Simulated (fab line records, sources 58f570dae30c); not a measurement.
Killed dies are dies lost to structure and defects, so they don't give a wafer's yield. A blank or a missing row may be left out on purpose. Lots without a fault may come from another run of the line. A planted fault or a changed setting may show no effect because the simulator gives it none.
Chamber matching | flow berkeley_cmos170 | UCB170_V1_CMP_02 on cmp-02: 4 sister chambers
The step polishes SiO2. 8 wafers are shown with their chamber, then 8 later ones without.

WAFERS WITH THEIR CHAMBER
wafer  | chamber | motor_current_A (A) | head_pressure_psi (psi)
L294.3 | 2       | 17.5                | 6.004
L298.3 | 3       | 14.7                | 6.011
L298.4 | 0       | 19.7                | 5.983
L298.6 | 1       | 16.8                | 6.004
L303.1 | 2       | 17.2                | 6.001
L303.3 | 1       | 17.3                | 6.006
L303.4 | 3       | 14.7                | 6.014
L305.3 | 0       | 19.3                | 5.974

WAFERS WITHOUT THEIR CHAMBER
wafer  | motor_current_A (A) | head_pressure_psi (psi)
L305.4 | 14.5                | 5.997
L305.5 | 15.0                | 5.996
L306.3 | 14.9                | 6.019
L306.4 | 18.2                | 5.989
L306.5 | 14.6                | 5.990
L311.1 | 19.8                | 6.009
L311.2 | 15.2                | 6.011
L311.6 | 16.4                | 6.011

WHICH CHAMBER EACH WENT THROUGH
wafer  | from the rows above          | in truth
L305.4 | 3                            | 3
L305.5 | 3                            | 3
L306.3 | 3                            | 3
L306.4 | can't be placed: 2 or 0 or 1 | 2
L306.5 | 3                            | 3
L311.1 | can't be placed: 0 or 2      | 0
L311.2 | 3                            | 3
L311.6 | can't be placed: 1 or 2      | 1
Placed correctly: 5 of 8. Can't be placed from these rows: 3 (the true chamber is among the candidates in 3). Placed wrongly: 0.
How it was worked out, from the rows above alone: a wafer's distance from a chamber is the root of the sum, over the readings, of the square of ((its reading less the chamber's mean) divided by the reading's scatter). The wafer belongs to the nearest chamber; if the next one is less than 2 further off, it can't be placed. A chamber's mean is the mean of its shown wafers. The scatter: the root of (the sum of the squares of (reading less its chamber's mean) over the shown wafers, divided by (wafers less chambers)).
